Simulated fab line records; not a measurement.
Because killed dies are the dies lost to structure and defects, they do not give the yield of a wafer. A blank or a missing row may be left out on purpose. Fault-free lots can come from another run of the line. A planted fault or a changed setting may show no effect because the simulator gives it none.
A lot that was struck, set against a sound lot || flow rit cmos || 15 steps out of a route of 202
Sound: the wafers L724.1, L724.3, L724.4. Wafers struck: L727.1, L727.5, L727.6. The cause is given at the end.
For every step that has rows: the tool of each side, followed by ch and its chambers, followed by its first start. Under that, the readings that differ: sound wafers || struck wafers || difference of the means || sigmas: that difference in standard deviations of wafers without a fault.
alike: readings whose means differ by less than 2 such deviations, and words and numbers that are the same on both sides. not compared: withheld readings, readings that some wafer has no value for, bounds like >300 that may hide the same value, and numbers for which the record gives no deviation and whose values overlap.
The two part at a step that has a row with sigmas, a row that says differs or no value, or rows on one side only. When numbers do not overlap yet have no deviation, they are printed without sigmas and do not part them. A reading that every wafer of one side lacks parts them only if that side has two wafers or more.

first, 1 step without rows for these wafers: RIT_CONTACT_CLEAN_14 (cleans in SC2, time 600 s).
RIT_M1_SPUTTER_00: material Al, target thk 400 nm, time 500 s.
  struck on pvd sputter-04, day 5 03:51; sound on pvd sputter-02, day 4 12:54
  alike: throttle valve pct
RIT_M1_RS_MEAS_01: measurement is done with a four-point probe.
  struck on film metro-03, day 5 04:08; sound on film metro-02, day 4 13:11
  alike: M1_AL_RS
RIT_M1_THK_MEAS_02: measures by xrf.
  struck on film metro-03, day 5 04:16; sound on film metro-02, day 4 13:19
  alike: M1_AL_THK
then, 6 steps without rows for these wafers: RIT_M1_HMDS_03 (prime time 60 s); RIT_M1_COAT_04 (resist thk 1300 nm); RIT_M1_SOFTBAKE_05 (time 60 s); RIT_M1_EXPOSE_06 (exposes mask M12, target cd 2600 nm); RIT_M1_PEB_07; RIT_M1_DEVELOP_08 (develop time 68 s).
RIT_M1_CD_MEAS_09 targets a cd of 2600 nm.
  struck on cd sem-01, day 5 05:12; sound on cd sem-01, day 4 14:23
  alike: cd nm
RIT_M1_OVL_MEAS_10:
  struck on overlay-01, day 5 05:19; sound on overlay-02, day 4 14:30
  alike: M1_OVL
RIT_M1_HARDBAKE_11: time 120 s.
  sound on litho track-02 ch 0, day 4 14:32; struck on litho track-01 ch 0, day 5 05:26
{"reading": "heater power total W (W)", "sound": "52.01 52.06 52.06", "struck": "53.46 53.47 53.52", "difference": "+1.44", "sigmas": "+24"}
{"reading": "plate temp C (C)", "sound": "139.92 140.07 140.17", "struck": "142.98 142.80 143.24", "difference": "+2.95", "sigmas": "+21"}
RIT_M1_METAL_ETCH_12: etches Al in Cl2/BCl3, stops on SiO2, time 165 s, target depth 600 nm.
  sound on rie metal-04 ch 0,1, day 4 14:47; struck on rie metal-02 ch 0,1, day 5 05:41
{"reading": "oes product au (a.u.)", "sound": "0.805 0.793 0.791", "struck": "0.756 0.786 0.753", "difference": -0.031, "sigmas": -2}
  alike: bcl3 flow sccm, drypump motor current A, throttle valve pct
  not compared: rf hours counter h
RIT_M1_PROBE_99:
  struck on prober-02, day 5 12:35; sound on prober-02, day 4 17:02
  alike: defect limited yield, killed at contacts, killed at front end, killed dies, killed open, killed short, sort_bin_3_pad_short, sort_bin_5_function, sort_bin_6_memory, sort n pass, sort yield pct

== WHERE THEY PART ==
Last at RIT_M1_METAL_ETCH_12 as far as this record goes, first at RIT_M1_HARDBAKE_11. Later steps at which nothing parts them and some readings are alike: RIT_M1_PROBE_99.

WHY: whatever the simulator had introduced
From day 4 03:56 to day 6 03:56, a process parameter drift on litho track-01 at RIT_M1_HARDBAKE_11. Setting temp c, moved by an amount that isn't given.
